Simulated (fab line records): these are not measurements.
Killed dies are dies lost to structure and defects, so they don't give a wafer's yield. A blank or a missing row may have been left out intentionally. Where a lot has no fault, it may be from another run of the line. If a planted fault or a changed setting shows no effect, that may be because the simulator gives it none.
What tool caused it? | flow berkeley cmos170 | 13 lots, 39 wafers sampled, at 5 steps of a route of 331

WHAT THE GAUGES SHOWED, per wafer
UCB170_CONTACT_CD_MEAS_15 targets a cd of 700 nm.
lot  | measured     | on        | cd nm (nm)
L904 | day 8 12:53  | cd sem-01 | 702.7 702.0 703.2
L903 | day 8 15:08  | cd sem-01 | 698.8 699.4 699.3
L905 | day 9 03:16  | cd sem-02 | 702.3 700.9 700.7
L908 | day 9 20:03  | cd sem-02 | 750.8 749.6 749.9
L916 | day 11 09:58 | cd sem-01 | 703.0 703.3 701.2
L919 | day 12 10:59 | cd sem-02 | 698.1 698.7 697.9
L920 | day 12 12:46 | cd sem-02 | 701.2 700.6 702.1
L917 | day 12 13:02 | cd sem-01 | 700.7 700.4 701.5
L918 | day 12 13:14 | cd sem-02 | 699.7 700.5 698.4
L921 | day 12 14:04 | cd sem-02 | 698.7 698.7 697.9
L922 | day 12 14:46 | cd sem-01 | 699.7 699.0 699.6
L924 | day 14 06:21 | cd sem-02 | 699.3 700.2 699.9
L925 | day 14 16:40 | cd sem-02 | 699.8 699.8 699.1

UCB170_V2_BOW_MEAS_03.
lot  | measured     | on            | V2_BOW (um)
L904 | day 8 23:11  | film metro-01 | 38 49 44
L903 | day 9 01:44  | film metro-03 | 41 40 33
L905 | day 9 13:16  | film metro-03 | 29 38 37
L908 | day 10 06:44 | film metro-03 | 31 36 44
L916 | day 11 20:04 | film metro-02 | 38 38 52
L919 | day 13 13:22 | film metro-02 | 29 36 34
L920 | day 13 19:05 | film metro-03 | 40 44 34
L917 | day 13 19:37 | film metro-03 | 48 42 43
L918 | day 13 19:52 | film metro-02 | 34 25 37
L921 | day 13 20:08 | film metro-03 | 37 28 28
L922 | day 13 20:14 | film metro-02 | 39 33 36
L924 | day 14 18:34 | film metro-01 | 34 15 40
L925 | day 15 07:02 | film metro-01 | 31 36 32

UCB170_V2_THK_MEAS_04.
lot  | measured     | on            | V2_POLISHED_THK (nm)
L904 | day 8 23:17  | film metro-01 | 1000.0 1001.0 999.4
L903 | day 9 01:51  | film metro-03 | 999.1 1001.4 1001.2
L905 | day 9 13:23  | film metro-03 | 996.5 998.7 998.7
L908 | day 10 06:50 | film metro-03 | 1000.2 999.8 998.9
L916 | day 11 20:11 | film metro-02 | 1000.3 1001.2 1000.8
L919 | day 13 13:28 | film metro-02 | 1002.0 1001.6 1000.3
L920 | day 13 19:12 | film metro-03 | 999.0 1000.2 999.8
L917 | day 13 19:43 | film metro-03 | 999.3 1000.4 999.5
L918 | day 13 19:58 | film metro-02 | 1000.1 1000.7 1001.3
L921 | day 13 20:14 | film metro-03 | 998.4 999.5 999.2
L922 | day 13 20:21 | film metro-02 | 999.5 1000.4 1001.1
L924 | day 14 18:40 | film metro-01 | 1001.9 1000.9 1001.0
L925 | day 15 07:10 | film metro-01 | 1000.3 1002.1 998.6

WHICH TOOL RAN EACH LOT (tool, then ch and the chambers of the sampled wafers, then the start)
lot  | UCB170_CONTACT_EXPOSE_12          | UCB170_M2_ETCH_17
L904 | krf scanner-01 ch 0, day 8 12:29  | rie diel-01 ch 1,2, day 8 22:08
L903 | krf scanner-01 ch 0, day 8 14:44  | rie diel-01 ch 1,2, day 9 00:46
L905 | krf scanner-02 ch 0, day 9 02:50  | rie diel-03 ch 1,3, day 9 12:17
L908 | krf scanner-02 ch 0, day 9 19:30  | rie diel-01 ch 2,3, day 10 05:44
L916 | krf scanner-02 ch 0, day 11 09:35 | rie diel-02 ch 0,1,2, day 11 19:06
L919 | krf scanner-01 ch 0, day 12 10:35 | rie diel-01 ch 0,1,3, day 13 12:23
L920 | krf scanner-01 ch 0, day 12 12:22 | rie diel-03 ch 0,2,3, day 13 18:07
L917 | krf scanner-02 ch 0, day 12 12:37 | rie diel-02 ch 1,2, day 13 18:37
L918 | krf scanner-02 ch 0, day 12 12:50 | rie diel-01 ch 0,2, day 13 18:50
L921 | krf scanner-01 ch 0, day 12 13:40 | rie diel-03 ch 1,2,3, day 13 18:57
L922 | krf scanner-01 ch 0, day 12 14:19 | rie diel-01 ch 1,2, day 13 19:14
L924 | krf scanner-02 ch 0, day 14 05:26 | rie diel-02 ch 1,2, day 14 17:34
L925 | krf scanner-02 ch 0, day 14 15:58 | rie diel-03 ch 2,3, day 15 06:04
- UCB170_CONTACT_EXPOSE_12: exposes mask CONT, target cd 700 nm.
- UCB170_M2_ETCH_17: etches BARC in N2/H2.

AS READ BY THE TOOLS THEMSELVES (means over the sampled wafers that have a number; for cases with no such wafer, the mark the record gives instead)
UCB170_CONTACT_EXPOSE_12.
lot  | tool           | reticle temp C (C) | stage vel mm s (mm/s)
L904 | krf scanner-01 | 22.93              | 500.43
L903 | krf scanner-01 | 22.95              | 499.93
L905 | krf scanner-02 | 22.94              | 499.93
L908 | krf scanner-02 | 23.00              | 500.10
L916 | krf scanner-02 | 22.92              | 500.04
L919 | krf scanner-01 | 22.96              | 500.29
L920 | krf scanner-01 | 23.06              | 499.84
L917 | krf scanner-02 | 23.00              | 500.08
L918 | krf scanner-02 | 22.97              | 500.31
L921 | krf scanner-01 | 22.97              | 500.00
L922 | krf scanner-01 | 23.04              | 500.06
L924 | krf scanner-02 | 23.09              | 499.95
L925 | krf scanner-02 | 23.06              | 499.93

UCB170_M2_ETCH_17.
lot  | tool        | drypump motor current A (A) | oes product au (a.u.) | throttle valve pct (%)
L904 | rie diel-01 | 5.8                         | 0.977                 | 13.38
L903 | rie diel-01 | 5.6                         | 0.981                 | 13.32
L905 | rie diel-03 | 5.5                         | 0.993                 | 13.60
L908 | rie diel-01 | 5.7                         | 0.998                 | 13.17
L916 | rie diel-02 | 6.0                         | 0.993                 | 13.41
L919 | rie diel-01 | 5.8                         | 0.976                 | 13.40
L920 | rie diel-03 | 5.5                         | 1.018                 | 13.36
L917 | rie diel-02 | 6.1                         | 0.987                 | 13.46
L918 | rie diel-01 | 5.5                         | 0.969                 | 13.50
L921 | rie diel-03 | 5.7                         | 1.010                 | 13.47
L922 | rie diel-01 | 5.8                         | 0.976                 | 13.38
L924 | rie diel-02 | 6.1                         | 0.995                 | 13.46
L925 | rie diel-03 | 5.4                         | 1.002                 | 13.52

THE ANSWER, worked out from the rows above alone
Rule: the lots themselves supply what counts as usual. The widest of any qualifying gaps counts: lots, ordered by their means at a reading, are off when they make up no more than a third of the lots, leave a main group of 4 or more, and stand apart from it by 3 or more times the standard deviation of that group's means. A main group is skipped when, at the precision printed for the reading in the tables above, its means are all equal. Also off: a lot with no number at a reading for which 4 or more lots have one. Where the step has rows for the other lots, those lots are counted as sound. First the gauges in route order, then the tools' own readings, where a lot's mean is used as printed above. At the first step where some lot is off, the reading lying furthest off is the one used; lots without a number count as furthest.
Off, at UCB170_CONTACT_CD_MEAS_15 on cd nm: L908. For the main group the mean is 700.2 nm and the standard deviation 1.4.
If a tool, at a process step before that reading, ran all the lots that are off and no sound lot after the first of them, it fits. Gauges at UCB170_CONTACT_CD_MEAS_15: tried the same way as those tools. Not one of the candidates tried fits.

WHAT WAS PUT IN BY THE SIMULATOR
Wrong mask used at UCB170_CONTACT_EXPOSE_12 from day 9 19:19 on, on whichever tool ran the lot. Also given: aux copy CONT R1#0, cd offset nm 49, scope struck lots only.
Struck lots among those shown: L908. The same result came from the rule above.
